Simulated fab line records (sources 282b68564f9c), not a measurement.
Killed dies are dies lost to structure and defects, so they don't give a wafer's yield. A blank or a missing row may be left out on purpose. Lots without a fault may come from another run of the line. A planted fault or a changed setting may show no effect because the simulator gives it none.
Split-lot study + flow rit-cmos + on a route of 202 steps: 5 lots, 23 wafers read

THE SPLIT ITSELF
At RIT_SILICIDE_SPUTTER_01 (material Ti, target thk 30 nm, time 240 s), the setting power-w was moved away from the recipe's 350 W on 5 of the 23 wafers read, by +7.0% to +10.5%. For the rest of the wafers, this setting stayed at what the recipe calls for.

FROM THE SPLIT ON TO THE READING: in between, the file shows 1 step
- RIT_SILICIDE_RS_MEAS_02: measures by four-point-probe

THE READING
SILICIDE_TI_THK, in nm, at RIT_SILICIDE_THK_MEAS_03 (measures by xrf). On this fab line, fault-free wafers typically give 29.9 nm with a standard deviation of 0.36 nm.

| wafer  | tool, chamber at the split | power-w as run, W | against the recipe | SILICIDE_TI_THK, nm | against lot-mates on the recipe |
|--------|----------------------------|-------------------|--------------------|---------------------|---------------------------------|
| L075.1 | pvd-sputter-02, -          | 350               | recipe             | 29.4                | -                               |
| L075.2 | pvd-sputter-02, -          | 374.4             | +7.0%              | 31.9                | +2.3                            |
| L075.4 | pvd-sputter-02, -          | 374.4             | +7.0%              | 31.9                | +2.3                            |
| L075.5 | pvd-sputter-02, -          | 374.4             | +7.0%              | 31.8                | +2.2                            |
| L075.6 | pvd-sputter-02, -          | 350               | recipe             | 29.8                | -                               |
| L080.1 | pvd-sputter-02, -          | 350               | recipe             | 29.5                | -                               |
| L080.2 | pvd-sputter-02, -          | 350               | recipe             | 29.4                | -                               |
| L080.3 | pvd-sputter-02, -          | 350               | recipe             | 29.5                | -                               |
| L080.5 | pvd-sputter-02, -          | 350               | recipe             | 29.4                | -                               |
| L080.6 | pvd-sputter-02, -          | 350               | recipe             | 29.6                | -                               |
| L081.1 | pvd-sputter-03, -          | 350               | recipe             | 29.3                | -                               |
| L081.2 | pvd-sputter-03, -          | 350               | recipe             | 29.3                | -                               |
| L081.4 | pvd-sputter-03, -          | 350               | recipe             | 29.3                | -                               |
| L081.5 | pvd-sputter-03, -          | 350               | recipe             | 29.3                | -                               |
| L081.6 | pvd-sputter-03, -          | 350               | recipe             | 29.4                | -                               |
| L084.1 | pvd-sputter-01, -          | 386.6             | +10.5%             | 33.6                | +3.5                            |
| L084.3 | pvd-sputter-01, -          | 350               | recipe             | 30.3                | -                               |
| L084.4 | pvd-sputter-01, -          | 350               | recipe             | 30.0                | -                               |
| L084.5 | pvd-sputter-01, -          | 386.6             | +10.5%             | 33.7                | +3.6                            |
| L084.6 | pvd-sputter-01, -          | 350               | recipe             | 30.1                | -                               |
| L085.3 | pvd-sputter-03, -          | 350               | recipe             | 29.8                | -                               |
| L085.4 | pvd-sputter-03, -          | 350               | recipe             | 29.5                | -                               |
| L085.5 | pvd-sputter-03, -          | 350               | recipe             | 29.3                | -                               |

FIT RESULTS
A straight line over all 23 wafers: SILICIDE_TI_THK changes by +0.368 nm for each +1% of power-w; r = +0.98; the points scatter about the line by 0.3 nm.
The same after taking each lot's own level away (the mean of its wafers on the recipe; 23 wafers): +0.332 nm for each +1%; r = +1.00; scatter 0.12 nm.
Per that fit: largest power-w move, reading shift of 3.5 nm.
From 29.32 to 30.13 nm: that is the span of the lots' own levels, equal to 2.3 times the standard deviation above.
Thus the slope moves with the lot-to-lot level: the two fits are different.
Check: for one of the wafers moved furthest among these (+10.5%), held out of the fit, the line's prediction against its lot-mates is +3.47 nm. It came out at +3.47 nm against them.

THE WHOLE CHAIN: every reading that the file lists as answering this split, in the file's order
| step                     | what it does                              | reading                                                                           | change (the file's fit)               | r (the file's) |
|--------------------------|-------------------------------------------|-----------------------------------------------------------------------------------|---------------------------------------|----------------|
| RIT_SILICIDE_SPUTTER_01  | material Ti, target thk 30 nm, time 240 s | Ti_of_SILICIDE_SPUTTER_01.thk-nm (the simulator's own value, which no gauge read) | +0.327 nm for each +1% of the setting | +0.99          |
| RIT_SILICIDE_RS_MEAS_02  | measures by four-point-probe              | SILICIDE_TI_RS                                                                    | -0.587 for each +1% of the setting    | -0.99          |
| RIT_SILICIDE_THK_MEAS_03 | measures by xrf                           | SILICIDE_TI_THK                                                                   | +0.331 for each +1% of the setting    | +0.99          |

FILE'S OWN FIT
SILICIDE_TI_THK changes by +0.331 nm for each +1% of power-w, r = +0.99.
